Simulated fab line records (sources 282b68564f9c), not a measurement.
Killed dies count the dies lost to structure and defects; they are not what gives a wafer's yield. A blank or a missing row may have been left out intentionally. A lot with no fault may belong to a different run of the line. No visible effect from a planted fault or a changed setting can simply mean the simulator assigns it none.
Split-lot study | flow rit cmos | on a route of 202 steps: 5 lots, 23 wafers read

## THE SPLIT ITSELF
At RIT_NSD_IMPLANT_08, the setting energy kev was moved away from the recipe's 25 on 7 of the 23 wafers read, by +2.4% to +5.8%. The other wafers ran this setting at the recipe's value.

## FROM SPLIT TO READING: 1 step shown by the file between the two
- RIT_NSD_STRIP_09: strips in O2, time 180 s

## THE READING
NSD_TW, at RIT_NSD_TW_MEAS_10. A value of 3105 with a standard deviation of 19 is what fault-free wafers of this fab line usually give.

wafer  | tool, chamber at the split | energy kev as run | against the recipe | NSD_TW | against lot-mates on the recipe
L074.3 | implanter-02, 0            | 25                | recipe             | 3095   | -
L074.4 | implanter-02, 0            | 25                | recipe             | 3101   | -
L074.6 | implanter-02, 0            | 25                | recipe             | 3107   | -
L075.1 | implanter-04, 0            | 25                | recipe             | 3130   | -
L075.3 | implanter-04, 0            | 25                | recipe             | 3122   | -
L075.4 | implanter-04, 0            | 25.61             | +2.4%              | 3131   | +1
L075.5 | implanter-04, 0            | 25                | recipe             | 3138   | -
L075.6 | implanter-04, 0            | 25.61             | +2.4%              | 3131   | +1
L077.1 | implanter-02, 0            | 25                | recipe             | 3095   | -
L077.2 | implanter-02, 0            | 25                | recipe             | 3071   | -
L077.3 | implanter-02, 0            | 25                | recipe             | 3071   | -
L077.4 | implanter-02, 0            | 25                | recipe             | 3081   | -
L077.6 | implanter-02, 0            | 25                | recipe             | 3082   | -
L082.1 | implanter-01, 0            | 25                | recipe             | 3085   | -
L082.2 | implanter-01, 0            | 25                | recipe             | 3086   | -
L082.3 | implanter-01, 0            | 25                | recipe             | 3083   | -
L082.5 | implanter-01, 0            | 26.45             | +5.8%              | 3146   | +61
L082.6 | implanter-01, 0            | 26.45             | +5.8%              | 3140   | +55
L085.1 | implanter-04, 0            | 25.6              | +2.4%              | 3143   | +22
L085.2 | implanter-04, 0            | 25                | recipe             | 3121   | -
L085.3 | implanter-04, 0            | 25.6              | +2.4%              | 3136   | +16
L085.4 | implanter-04, 0            | 25                | recipe             | 3120   | -
L085.5 | implanter-04, 0            | 25.6              | +2.4%              | 3137   | +16

THE FIT
A straight line over all 23 wafers: NSD_TW changes by +9.28 for each +1% of energy kev; r = +0.66; the points scatter about the line by 20.
The same after taking each lot's own level away (the mean of its wafers on the recipe; 23 wafers): +8.8 for each +1%; r = +0.88; scatter 8.6.
The reading moves by 51 for the largest change in energy kev, on that fit.
The lots' own levels span 3080.0 to 3130.0, that is 2.6 times the standard deviation above.
So the lot-to-lot level blurs the effect unless lot-mates are compared.
Check: for one of the wafers moved furthest among these (+5.8%), held out of the fit, the line's prediction against its lot-mates is +42.8. It came out at +61.3 against them.

## THE WHOLE CHAIN: every reading that the file lists as answering this split, in the file's order
step               | what it does | reading                                                         | change (the file's fit)                | r (the file's)
RIT_NSD_IMPLANT_08 |              | implant.rp nm (the simulator's own value, which no gauge read)  | +0.217 nm for each +1% of the setting  | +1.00
RIT_NSD_IMPLANT_08 |              | implant.drp nm (the simulator's own value, which no gauge read) | +0.0887 nm for each +1% of the setting | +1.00
RIT_NSD_TW_MEAS_10 |              | NSD_TW                                                          | +8.48 for each +1% of the setting      | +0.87

## FILE'S OWN FIT
NSD_TW changes by +8.48 for each +1% of energy kev, r = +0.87.
